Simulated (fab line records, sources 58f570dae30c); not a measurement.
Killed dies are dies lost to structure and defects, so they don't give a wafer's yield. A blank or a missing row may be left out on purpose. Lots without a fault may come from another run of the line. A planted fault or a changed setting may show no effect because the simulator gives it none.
Which tool did it? | flow berkeley_cmos170 | 14 lots, 42 wafers sampled, at 1 step of a route of 331

WHAT THE GAUGES READ, wafer by wafer
UCB170_ACTIVE_THK_MEAS_03. Usual: ACTIVE_OXIDE_THK 26.3 nm, standard deviation 0.49.
lot  | measured    | on            | ACTIVE_OXIDE_THK (nm) | flag
L694 | day 4 18:11 | film_metro-04 | 26.0 25.8 26.1        |
L696 | day 4 22:31 | film_metro-03 | 25.1 24.8 25.5        |
L695 | day 4 22:32 | film_metro-01 | 26.3 26.2 26.1        |
L697 | day 4 22:32 | film_metro-04 | 26.4 26.8 26.6        |
L699 | day 5 17:58 | film_metro-01 | 26.9 27.7 27.5        |
L698 | day 5 17:59 | film_metro-04 | 26.7 27.1 27.4        |
L701 | day 6 00:31 | film_metro-04 | 25.9 26.1 26.2        |
L707 | day 6 22:34 | film_metro-04 | 26.1 25.8 25.7        |
L711 | day 7 23:23 | film_metro-03 | 26.9 26.6 27.0        |
L712 | day 7 23:23 | film_metro-04 | 25.9 25.7 25.9        |
L710 | day 7 23:24 | film_metro-01 | 25.9 26.1 26.1        |
L714 | day 8 08:08 | film_metro-04 | 26.2 26.2 26.3        |
L713 | day 8 08:10 | film_metro-01 | 26.3 26.6 25.9        |
L716 | day 8 09:29 | film_metro-03 | 26.4 26.8 26.5        |

WHICH TOOL RAN EACH LOT (tool, then ch and the chambers of the sampled wafers, then the start)
The record holds no process step before these readings.

WHAT THE TOOLS THEMSELVES READ (means of the sampled wafers that have a number; where no wafer has one, the mark that the record gives instead)
The record holds no such reading with a usual standard deviation.

THE ANSWER, worked out from the rows above alone
Rule: a lot is off if the mean of its wafers that have a number lies more than 3 standard deviations from the usual mean. A lot without any number at a reading at which 4 lots or more have one is off too. The other lots that the step has rows for count as sound. The gauges are gone through in route order, then the tools' own readings, and for those a lot's mean is taken as printed above. The first step at which some lot is off is used, and at that step the reading that is off furthest; a lot without a number counts as furthest.
No lot is off at any reading shown: from this, nothing can be told.

WHAT THE SIMULATOR HAD PUT IN
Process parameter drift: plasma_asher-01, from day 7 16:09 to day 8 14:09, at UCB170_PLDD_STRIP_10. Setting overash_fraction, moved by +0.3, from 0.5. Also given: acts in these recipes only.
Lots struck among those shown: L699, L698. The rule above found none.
